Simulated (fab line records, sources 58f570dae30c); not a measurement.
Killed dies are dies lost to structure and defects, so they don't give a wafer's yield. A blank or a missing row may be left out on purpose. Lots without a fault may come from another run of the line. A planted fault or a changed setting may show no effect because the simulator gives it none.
Which tool did it? | flow berkeley_cmos170 | 14 lots, 42 wafers sampled, at 3 steps of a route of 331

WHAT THE GAUGES READ, wafer by wafer
UCB170_M3_OVL_MEAS_16. Usual: M3_OVL -1 nm, standard deviation 6.4.
lot  | measured     | on         | M3_OVL (nm) | flag
L913 | day 8 14:18  | overlay-01 | -14 -21 -8  |
L915 | day 9 09:47  | overlay-02 | -9 1 3      |
L916 | day 9 09:31  | overlay-01 | 0 2 -3      |
L917 | day 9 10:23  | overlay-02 | 4 -6 -1     |
L918 | day 9 10:46  | overlay-01 | 1 8 -5      |
L920 | day 10 07:37 | overlay-02 | 4 -7 5      |
L921 | day 10 06:37 | overlay-01 | -2 5 2      |
L924 | day 10 06:20 | overlay-02 | -9 -7 -7    |
L925 | day 10 17:53 | overlay-02 | -13 -2 -5   |
L926 | day 10 20:53 | overlay-02 | 0 -2 4      |
L927 | day 11 10:46 | overlay-01 | -3 7 4      |
L929 | day 11 09:20 | overlay-01 | 3 9 -1      |
L928 | day 11 11:48 | overlay-02 | -2 -6 2     |
L931 | day 11 21:46 | overlay-02 | -6 -9 0     |

WHICH TOOL RAN EACH LOT (tool, then ch and the chambers of the sampled wafers, then the start)
lot  | UCB170_NWELL_STRIP_15               | UCB170_M1_METAL_ETCH_12
L913 | plasma_asher-03 ch 0,1, day 2 17:53 | rie_metal-03 ch 1, day 7 18:19
L915 | plasma_asher-03 ch 0,1, day 3 06:46 | rie_metal-01 ch 0,1, day 8 20:08
L916 | plasma_asher-03 ch 0,1, day 3 13:34 | rie_metal-04 ch 0,1, day 8 16:52
L917 | plasma_asher-03 ch 0,1, day 3 17:13 | rie_metal-03 ch 0,1, day 8 19:10
L918 | plasma_asher-04 ch 0,1, day 3 17:18 | rie_metal-04 ch 0,1, day 8 20:39
L920 | plasma_asher-04 ch 0,1, day 4 07:26 | rie_metal-01 ch 1, day 9 14:47
L921 | plasma_asher-04 ch 0,1, day 4 12:24 | rie_metal-03 ch 0,1, day 9 12:35
L924 | plasma_asher-01 ch 0,1, day 4 23:56 | rie_metal-04 ch 0,1, day 9 11:17
L925 | plasma_asher-04 ch 0,1, day 5 04:35 | rie_metal-03 ch 0,1, day 10 01:49
L926 | plasma_asher-01 ch 1, day 5 12:52   | rie_metal-04 ch 1, day 10 06:47
L927 | plasma_asher-01 ch 0,1, day 5 20:20 | rie_metal-01 ch 0, day 10 18:32
L929 | plasma_asher-04 ch 0,1, day 5 22:56 | rie_metal-03 ch 0,1, day 10 18:20
L928 | plasma_asher-01 ch 0,1, day 5 23:10 | rie_metal-04 ch 0,1, day 10 18:25
L931 | plasma_asher-04 ch 0,1, day 6 13:08 | rie_metal-03 ch 0,1, day 11 04:53
- UCB170_NWELL_STRIP_15: strips in O2.
- UCB170_M1_METAL_ETCH_12: etches Al in Cl2/BCl3, stops on PSG, target depth 780 nm, time 130 s.

WHAT THE TOOLS THEMSELVES READ (means of the sampled wafers that have a number; where no wafer has one, the mark that the record gives instead)
UCB170_NWELL_STRIP_15. Usual: drypump_motor_current_A 5.5 A, standard deviation 0.34; oes_product_au 0.721 a.u., standard deviation 0.0047; strip_time_to_endpoint_s 18.08 s, standard deviation 0.13.
lot  | tool            | drypump_motor_current_A (A) | oes_product_au (a.u.) | strip_time_to_endpoint_s (s) | flag
L913 | plasma_asher-03 | 6.1                         | 0.724                 | 17.98                        |
L915 | plasma_asher-03 | 6.1                         | 0.719                 | 18.06                        |
L916 | plasma_asher-03 | 6.1                         | 0.721                 | 17.98                        |
L917 | plasma_asher-03 | 6.1                         | 0.720                 | 18.11                        |
L918 | plasma_asher-04 | 5.2                         | 0.723                 | 18.17                        |
L920 | plasma_asher-04 | 5.4                         | 0.722                 | 18.02                        |
L921 | plasma_asher-04 | 5.2                         | 0.721                 | 18.12                        |
L924 | plasma_asher-01 | 5.5                         | 0.720                 | 17.88                        |
L925 | plasma_asher-04 | 5.3                         | 0.722                 | 17.88                        |
L926 | plasma_asher-01 | 5.6                         | 0.722                 | 18.01                        |
L927 | plasma_asher-01 | 5.6                         | 0.720                 | 17.97                        |
L929 | plasma_asher-04 | 5.3                         | 0.722                 | 17.92                        |
L928 | plasma_asher-01 | 5.5                         | 0.720                 | 18.21                        |
L931 | plasma_asher-04 | 5.4                         | 0.720                 | 17.96                        |

UCB170_M1_METAL_ETCH_12. Usual: bcl3_flow_sccm 45.04 sccm, standard deviation 0.14; bias_w 120.1 W, standard deviation 0.37; drypump_motor_current_A 6.1 A, standard deviation 0.61; oes_product_au 0.855 a.u., standard deviation 0.012; throttle_valve_pct 24.4 %, standard deviation 0.37.
lot  | tool         | bcl3_flow_sccm (sccm) | bias_w (W) | drypump_motor_current_A (A) | oes_product_au (a.u.) | throttle_valve_pct (%) | flag
L913 | rie_metal-03 | 45.18                 | 120.0      | 6.3                         | 0.869                 | 24.8                   |
L915 | rie_metal-01 | 45.10                 | 119.9      | 6.0                         | 0.854                 | 24.4                   |
L916 | rie_metal-04 | 44.96                 | 120.3      | 5.6                         | 0.843                 | 24.2                   |
L917 | rie_metal-03 | 45.12                 | 120.6      | 6.4                         | 0.854                 | 24.6                   |
L918 | rie_metal-04 | 45.11                 | 120.4      | 6.2                         | 0.864                 | 24.0                   |
L920 | rie_metal-01 | 44.91                 | 119.9      | 5.8                         | 0.849                 | 24.9                   |
L921 | rie_metal-03 | 45.17                 | 120.5      | 6.4                         | 0.854                 | 24.6                   |
L924 | rie_metal-04 | 45.09                 | 120.1      | 6.2                         | 0.844                 | 24.0                   |
L925 | rie_metal-03 | 45.20                 | 119.7      | 6.3                         | 0.873                 | 24.7                   |
L926 | rie_metal-04 | 45.04                 | 114.0      | 6.8                         | 0.860                 | 23.8                   | OFF
L927 | rie_metal-01 | 45.07                 | 120.0      | 6.1                         | 0.850                 | 24.2                   |
L929 | rie_metal-03 | 44.87                 | 120.3      | 6.4                         | 0.863                 | 24.6                   |
L928 | rie_metal-04 | 44.99                 | 115.9      | 6.2                         | 0.851                 | 24.0                   | OFF
L931 | rie_metal-03 | 45.12                 | 120.3      | 6.4                         | 0.857                 | 24.6                   |

THE ANSWER, worked out from the rows above alone
Rule: a lot is off if the mean of its wafers that have a number lies more than 3 standard deviations from the usual mean. A lot without any number at a reading at which 4 lots or more have one is off too. The other lots that the step has rows for count as sound. The gauges are gone through in route order, then the tools' own readings, and for those a lot's mean is taken as printed above. The first step at which some lot is off is used, and at that step the reading that is off furthest; a lot without a number counts as furthest.
Off: L926, L928, at UCB170_M1_METAL_ETCH_12 (bias_w).
A tool fits if, at that step or a process step before it, it ran every lot that is off, and no sound lot after the first of them. One fits: rie_metal-04 at UCB170_M1_METAL_ETCH_12. Its last sound lot is L924 (day 9 11:17), its first lot that is off L926 (day 10 06:47): a fault that began between those two fits.
The tool's own readings at UCB170_M1_METAL_ETCH_12 bear it out: on the lots that are off they differ by more than 5 times the standard deviation of the sound lots' means. bias_w reads 115.0 W there against 120.2 W on the sound lots.

WHAT THE SIMULATOR HAD PUT IN
Process parameter drift: rie_metal-04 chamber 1, from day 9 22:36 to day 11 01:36, at UCB170_M1_METAL_ETCH_12. Setting bias_w, moved by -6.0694, from 120. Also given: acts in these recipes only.
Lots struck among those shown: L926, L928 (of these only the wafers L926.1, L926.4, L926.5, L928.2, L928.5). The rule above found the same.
